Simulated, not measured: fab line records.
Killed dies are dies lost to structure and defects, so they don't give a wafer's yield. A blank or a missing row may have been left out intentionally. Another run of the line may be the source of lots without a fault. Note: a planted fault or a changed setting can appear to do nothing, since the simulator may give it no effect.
Struck lot and sound lot, side by side + flow berkeley cmos170 + 15 out of 331 route steps
Sound: the wafers L722.2, L722.3, L722.4. The struck wafers were L727.1, L727.2, L727.4. The cause is given at the end.
Order at every step that has rows: each side's tool, ch and its chambers, its first start. Under that, the readings that differ: sound wafers + struck wafers + difference of the means + sigmas: that difference in standard deviations of wafers without a fault.
alike: same words and numbers on both sides, and readings whose means sit less than 2 such deviations apart. not compared: any withheld reading, any reading some wafer has no value for, any bound like >300 that may hide the same value, and any number with overlapping values for which the record gives no deviation.
The two part at a step that has a row with sigmas, a row that says differs or no value, or rows on one side only. When numbers do not overlap yet have no deviation, they are printed without sigmas and do not part them. A reading that every wafer of one side lacks parts them only if that side has two wafers or more.

UCB170_NLDD_OVL_MEAS_07:
  sound: overlay-01 at day 9 19:58; struck: overlay-02 at day 11 08:30
  alike: NLDD_OVL
then, 2 steps without rows for these wafers: UCB170_NLDD_IMPLANT_08; UCB170_NLDD_IMPLANT_09.
UCB170_NLDD_STRIP_10: strips in O2.
  sound on plasma asher-01 ch 0,1, day 9 20:18; struck on plasma asher-01 ch 0,1, day 11 08:50
  alike: drypump motor current A, oes product au, strip time to endpoint s
  not compared: rf hours counter h
UCB170_NLDD_TW_MEAS_11:
  sound: film metro-03 at day 9 20:25; struck: film metro-02 at day 11 08:56
  alike: NLDD_TW
then, 1 step without rows for these wafers: UCB170_NLDD_CLEAN_12 (cleans in SPM, time 600 s).
UCB170_SPACER_CVD_00: deposits SiO2 from TEOS/O2, target thk 376 nm, time 47 s.
  sound on pecvd-04 ch 0,1,2, day 9 20:38; struck on pecvd-02 ch 1,2, day 11 09:11
  alike: heater power w, susceptor temp C
  not compared: since wet clean h
UCB170_SPACER_THK_MEAS_01:
  sound: film metro-03 at day 9 20:41; struck: film metro-01 at day 11 09:14
  alike: SPACER_TEOS_THK
then, 1 step without rows for these wafers: UCB170_SPACER_ANNEAL_02 (time 1800 s).
UCB170_SPACER_ETCHBACK_03: etches SiO2 in CHF3/CF4/Ar, stops on Si, target depth 376 nm, time 100 s.
  sound on rie diel-02 ch 0,2,3, day 10 02:01; struck on rie diel-03 ch 0,3, day 11 13:16
  alike: drypump motor current A, oes product au, throttle valve pct
  not compared: rf hours counter h
then, 2 steps without rows for these wafers: UCB170_PSD_HMDS_00 (prime time 60 s); UCB170_PSD_COAT_01 (resist thk 900 nm).
UCB170_PSD_SOFTBAKE_02: time 60 s.
  sound on litho track-04 ch 0, day 10 03:01; struck on litho track-02 ch 0, day 11 14:13
| reading          | sound             | struck               | difference | sigmas      |
|------------------|-------------------|----------------------|------------|-------------|
| run length s (s) | 89.73 89.42 89.61 | 110.74 110.64 110.65 | +21.09     | +99 or more |
then, 1 step without rows for these wafers: UCB170_PSD_EXPOSE_03 (exposes mask PSELECT MOD, target cd 1200 nm).
UCB170_M3_PROBE_99:
  the record holds rows for the sound wafers here (prober-02, day 11 15:11) but none for the struck ones

== WHERE THEY PART ==
Earliest at UCB170_PSD_SOFTBAKE_02; latest, in this record, at UCB170_M3_PROBE_99.

WHY: the cause the simulator had injected
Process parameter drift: litho track-02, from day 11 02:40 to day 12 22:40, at UCB170_PSD_SOFTBAKE_02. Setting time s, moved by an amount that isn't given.
